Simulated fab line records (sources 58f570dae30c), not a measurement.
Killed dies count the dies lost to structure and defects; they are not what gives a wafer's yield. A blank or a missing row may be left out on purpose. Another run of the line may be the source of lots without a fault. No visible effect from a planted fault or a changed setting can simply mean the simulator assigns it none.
fab line records    flow berkeley_cmos170
record lots=15  wafers=45  last_day=13
route steps=331 shown V1@265
lots with no fault: from the same line, run without faults
start_h: start of the lot's first displayed wafer, in hours after the record's first day    wait_h: time in hours since the lot's previous step    " as in the row above    L1.1+2: a single row standing in for several wafers    - no value, or no start was given    * or withheld: withheld    < > ~ a bound
route shown NAME@n: names a module that has steps shown in the file, with the first one's number in the route    usual: mean/standard deviation taken from wafers without a fault    same: alike in all rows    chamber/n: place in a boat    sites: the reading at each site    _std_site: their standard deviation    _edge_site: mean of outer sites minus mean of inner sites    radius_mm: for every site, how far away it sits from the centre of the wafer    mask NAME#n: copy n    behind: the tool/chamber that last shaped the wafer    hold: why the lot went on hold/how many hours it stayed there/how the hold came to an end    device: transistor that didn't switch, given as n, p or np    end of line: the tests these same wafers got at the end of their route    a step given without rows: its recipe and nothing more    killed: dies lost to structure and defects at the first sort, not the wafer's yield    map: shows each die of a wafer: x if killed, . if not, _ if none is there
set.NAME: the setting that was run; set.NAME@STEP: the one run at that earlier step    model.NAME: the simulator's own value behind a step, which no gauge read
one table for each step of the route and one row for each wafer, over a sample of lots
## steps
# step UCB170_V1_DEVELOP_11
# recipe developer=TMAH  develop_time_s=45  resist=KrF  dev_temp_c=21
# usual chill_plate_temp_C=22.99/0.1  develop_time_s=45/0
lot.wafer  tool            chamber  start_h  wait_h  chill_plate_temp_C  develop_time_s
L706.1     litho_track-03  0        186      -       23.14               45
L706.3     "               0        "        "       23.03               45
L706.5     "               0        "        "       23.04               45
L707.3     litho_track-04  0        189      -       23.00               45
L707.4     "               0        "        "       22.61               45
L707.6     "               0        "        "       22.87               45
L708.1     litho_track-04  0        191      -       22.99               45
L708.3     "               0        "        "       22.86               45
L708.5     "               0        "        "       22.91               45
L709.2     litho_track-04  0        218      -       23.07               45
L709.5     "               0        "        "       23.07               45
L709.6     "               0        "        "       22.98               45
L711.4     litho_track-03  0        218      -       22.99               45
L711.5     "               0        "        "       23.05               45
L711.6     "               0        "        "       23.08               45
L714.3     litho_track-01  -        236      -       -                   -
L714.5     "               -        "        "       -                   -
L714.6     "               -        "        "       -                   -
L716.3     litho_track-03  -        248      -       -                   -
L716.4     "               -        "        "       -                   -
L716.6     "               -        "        "       -                   -
L718.1     litho_track-04  -        250      -       -                   -
L718.3     "               -        "        "       -                   -
L718.5     "               -        "        "       -                   -
L715.2     litho_track-01  0        252      -       23.03               45
L715.3     "               0        "        "       22.81               45
L715.4     "               0        "        "       23.05               45
L724.1     litho_track-04  0        285      -       22.90               45
L724.2     "               0        "        "       23.03               45
L724.3     "               0        "        "       23.03               45
L721.1     litho_track-01  0        287      -       23.14               45
L721.4     "               0        "        "       23.00               45
L721.6     "               0        "        "       23.09               45
L722.1     litho_track-04  0        289      -       23.05               45
L722.3     "               0        "        "       22.97               45
L722.4     "               0        "        "       22.98               45
L723.1     litho_track-04  0        289      -       23.05               45
L723.3     "               0        "        "       23.10               45
L723.5     "               0        "        "       23.13               45
L726.1     litho_track-04  0        290      -       23.11               45
L726.2     "               0        "        "       22.97               45
L726.5     "               0        "        "       23.01               45
L728.1     litho_track-01  0        300      -       23.00               45
L728.3     "               0        "        "       22.86               45
L728.5     "               0        "        "       22.96               45
## key
first_sign step=UCB170_V1_DEVELOP_11  reading=tool_record  direction=missing
effect none on later readings
met_at UCB170_V1_DEVELOP_11
struck_lots L714,L716,L718
later_rows_left_out L714.3,L714.5,L714.6,L716.3,L716.4,L716.6,L718.1,L718.3,L718.5
sort_left_out L714.3,L714.5,L714.6,L716.3,L716.4,L716.6,L718.1,L718.3,L718.5
onset_between 218 236
fault kind=skipped_step_whole  tool=litho_track-01,litho_track-03,litho_track-04  chamber=-  onset_h=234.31  steps=UCB170_V1_DEVELOP_11  scope=struck_lots_only
# sort_left_out: the simulated sort isn't trusted on such a fault, so these wafers' sort isn't shown, and their yield isn't known
# later_rows_left_out: the simulator's readings of these wafers behind a module that went badly wrong aren't trusted and aren't shown, but for the sort
